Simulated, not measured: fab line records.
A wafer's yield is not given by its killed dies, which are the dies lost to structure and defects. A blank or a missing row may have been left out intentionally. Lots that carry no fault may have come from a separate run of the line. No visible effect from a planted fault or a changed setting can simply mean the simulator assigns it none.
Split-lot study -- flow berkeley_cmos170 -- route with 331 steps; 5 lots, 23 wafers read

## THE SPLIT
At UCB170_GATE_COAT_07 (resist thk 900 nm), the setting spin_rpm was moved away from the recipe's 1500 rpm on 6 of the 23 wafers read, by -3.0% to +7.1%. All remaining wafers had this setting at the recipe value.

## FROM THE SPLIT TO THE READING: what the file shows between them, 4 steps
- UCB170_GATE_PEB_10 (also split here: peb_temp_c)
- UCB170_GATE_DEVELOP_11: develop time 45 s
- UCB170_GATE_CD_MEAS_12: target cd 350 nm
- UCB170_GATE_ETCH_14: etches BARC in N2/H2

## THE READING
KrF_of_GATE_COAT_07.thk_nm (the simulator's own value, which no gauge read), in nm, at UCB170_GATE_ETCH_15 (etches poly-Si in HBr/Cl2, stops on SiO2, time 54.5 s, target depth 278.2 nm). No usual value for it is given in the file. The 17 wafers here that ran the recipe average 781.1 nm, standard deviation 2.4 nm.

wafer,"tool, chamber at the split","spin_rpm as run, rpm",against the recipe,"KrF_of_GATE_COAT_07.thk_nm, nm",against lot-mates on the recipe
L076.1,"litho_track-03, 0",1500,recipe,784.3,-
L076.2,"litho_track-03, 0",1500,recipe,785.1,-
L076.3,"litho_track-03, 0",1500,recipe,780.7,-
L076.4,"litho_track-03, 0",1500,recipe,781.6,-
L076.5,"litho_track-03, 0",1500,recipe,782.5,-
L078.1,"litho_track-01, 0",1500,recipe,780.8,-
L078.4,"litho_track-01, 0",1500,recipe,782.4,-
L078.6,"litho_track-01, 0",1500,recipe,781,-
L081.1,"litho_track-03, 0",1607,+7.1%,743.7,-33.9
L081.2,"litho_track-03, 0",1607,+7.1%,747.4,-30.2
L081.3,"litho_track-03, 0",1500,recipe,775.5,-
L081.5,"litho_track-03, 0",1500,recipe,779.7,-
L081.6,"litho_track-03, 0",1607,+7.1%,747.9,-29.7
L084.1,"litho_track-01, 0",1500,recipe,780.3,-
L084.2,"litho_track-01, 0",1500,recipe,780.9,-
L084.3,"litho_track-01, 0",1500,recipe,778.3,-
L084.5,"litho_track-01, 0",1500,recipe,779.5,-
L084.6,"litho_track-01, 0",1500,recipe,779,-
L085.2,"litho_track-04, 0",1455,-3.0%,792.2,+9.0
L085.3,"litho_track-04, 0",1455,-3.0%,794,+10.8
L085.4,"litho_track-04, 0",1455,-3.0%,798.5,+15.2
L085.5,"litho_track-04, 0",1500,recipe,781.2,-
L085.6,"litho_track-04, 0",1500,recipe,785.3,-

FIT RESULTS
A straight line over all 23 wafers: KrF_of_GATE_COAT_07.thk_nm changes by -4.82 nm for each +1% of spin_rpm; r = -0.98; the points scatter about the line by 2.5 nm.
The same after taking each lot's own level away (the mean of its wafers on the recipe; 23 wafers): -4.29 nm for each +1%; r = -0.99; scatter 1.9 nm.
Per that fit: largest spin_rpm move, reading shift of 31 nm.
The lots' own levels span 777.60 to 783.25 nm, that is 2.4 times the standard deviation above.
In other words, the slope is changed by the lot-to-lot level; the two fits disagree.
Check: for one of the wafers moved furthest among these (+7.1%), held out of the fit, the line's prediction against its lot-mates is -29.6 nm. Against them it came out at -33.9 nm.

## FURTHER SPLITS ON THESE WAFERS
These wafers also went through other splits before the reading. Each is held against what the fit with the lots' levels taken away leaves over:
other split on the same wafers,wafers away from the commonest value,r with KrF_of_GATE_COAT_07.thk_nm (lot level and that fit taken away)
UCB170_NWELL_COAT_07 spin_rpm,9,+0.24
UCB170_NWELL_ETCH_13 rf_w,11,-0.19
UCB170_ACTIVE_CVD_05 pressure_mtorr,10,+0.02
UCB170_ACTIVE_EXPOSE_10 dose_mj,10,-0.15
UCB170_SACOX_OXIDATION_01 ox_time_s,18,-0.04
UCB170_GATE_PEB_10 peb_temp_c,8,-0.22

## THE WHOLE CHAIN: every reading that the file lists as answering this split, in the file's order
step,what it does,reading,change (the file's fit),r (the file's)
UCB170_GATE_COAT_07,resist thk 900 nm,"KrF_of_GATE_COAT_07.thk_nm (the simulator's own value, which no gauge read)",-4.36 nm for each +1% of the setting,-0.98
UCB170_GATE_ETCH_15,"etches poly-Si in HBr/Cl2, stops on SiO2, time 54.5 s, target depth 278.2 nm","KrF_of_GATE_COAT_07.thk_nm (the simulator's own value, which no gauge read)",-4.31 nm for each +1% of the setting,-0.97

## FILE'S OWN FIT
KrF_of_GATE_COAT_07.thk_nm changes by -4.31 nm for each +1% of spin_rpm, r = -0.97.
